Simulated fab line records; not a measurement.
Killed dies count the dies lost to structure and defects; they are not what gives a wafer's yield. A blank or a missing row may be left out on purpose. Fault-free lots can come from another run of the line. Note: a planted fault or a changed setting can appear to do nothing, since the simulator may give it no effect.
2 desks looking at one fault ; flow berkeley_cmos170 ; every desk sees just its own numbers, and what lay behind them comes last

## AT THE TOOL OWNER'S DESK: lpcvd-01
The tool's own readings at UCB170_PWELL_CVD_05 (deposits Si3N4 from SiH2Cl2/NH3, target thk 220 nm, time 3300 s): means of the sampled wafers that have a number, for each lot that ran on this tool. A lot is out of limits, marked OUT, if its mean lies more than 4 standard deviations from the usual mean; the brackets give that distance.
Columns: A = nh3_flow_sccm at UCB170_PWELL_CVD_05, usual 74.97 sccm; B = spike_tc_source_C at UCB170_PWELL_CVD_05, usual 822.9 C
lot;first seen here;A;B
L712;day 3 05:44;75.27;822.4
L715;day 3 21:15;74.95;823.3
L716;day 4 03:02;74.54;824.0
L717;day 4 03:02;75.05;824.9
L718;day 4 09:44;59.95 (-63) OUT;823.9
L720;day 4 18:35;59.94 (-63) OUT;824.5
L731;day 7 08:31;74.97;824.5
L732;day 7 08:31;75.37;822.4
L733;day 7 08:31;74.54;824.0
This desk's finding: out of limits on L718, L720; first on L718, day 4 09:44 (nh3_flow_sccm at UCB170_PWELL_CVD_05). L712, L715, L716, L717, L731, L732, L733 stayed within limits.

## THE METROLOGY DESK
What the gauges read, lot by lot, whatever tool the lot ran on: means of the sampled wafers that have a number. A lot is out of limits, marked OUT, if its mean lies more than 4 standard deviations from the usual mean; the brackets give that distance.
Columns: A = PWELL_NITRIDE_THK at UCB170_PWELL_THK_MEAS_06, usual 220.3 nm; B = SPACER_TEOS_THK at UCB170_SPACER_THK_MEAS_01, usual 375 nm; C = PSD_TW at UCB170_PSD_TW_MEAS_10, usual 2299
lot;first seen here;A;B;C
L711;day 2 23:35;219.9;378;2319
L712;day 3 07:39;221.3;371;2284
L713;day 3 16:21;220.3;376;2285
L714;day 3 16:21;216.5;378;2316
L715;day 3 23:10;218.4;366;2323
L716;day 4 04:57;221.8;374;2313
L717;day 4 04:58;222.2;375;2317
L718;day 4 11:40;188.3 (-19) OUT;380;2310
L720;day 4 20:32;185.6 (-20) OUT;383;2316
L728;day 6 19:29;220.1;385;2303
L733;day 7 10:27;220.3;372;2283
L731;day 7 10:28;221.3;376;2297
L732;day 7 10:29;219.5;375;2294
L734;day 7 22:56;219.3;379;2283
This desk finds L718, L720 out of limits, with the earliest case on L718 at day 4 11:40 (PWELL_NITRIDE_THK at UCB170_PWELL_THK_MEAS_06). L711, L712, L713, L714, L715, L716, L717, L728, L733, L731, L732, L734 stayed within limits.

## PUT TOGETHER
At day 4 09:44, on L718, L720, the tool owner's desk was in a position to raise an alarm.
On L718, L720, the metrology desk was in a position to raise an alarm at day 4 11:40.
The lots listed all ran UCB170_PWELL_CVD_05 on lpcvd-01.

## WHAT THE SIMULATOR HAD PUT IN
lpcvd-01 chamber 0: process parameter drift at UCB170_PWELL_CVD_05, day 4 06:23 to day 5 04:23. Setting nh3_flow_sccm shifted by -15 from 75. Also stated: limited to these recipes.
Shown lots that were struck: L718, L720.
Delay (hours) between the fault's onset and each desk's first out-of-limits reading: 3 at the tool owner's desk, 5 at the metrology desk.
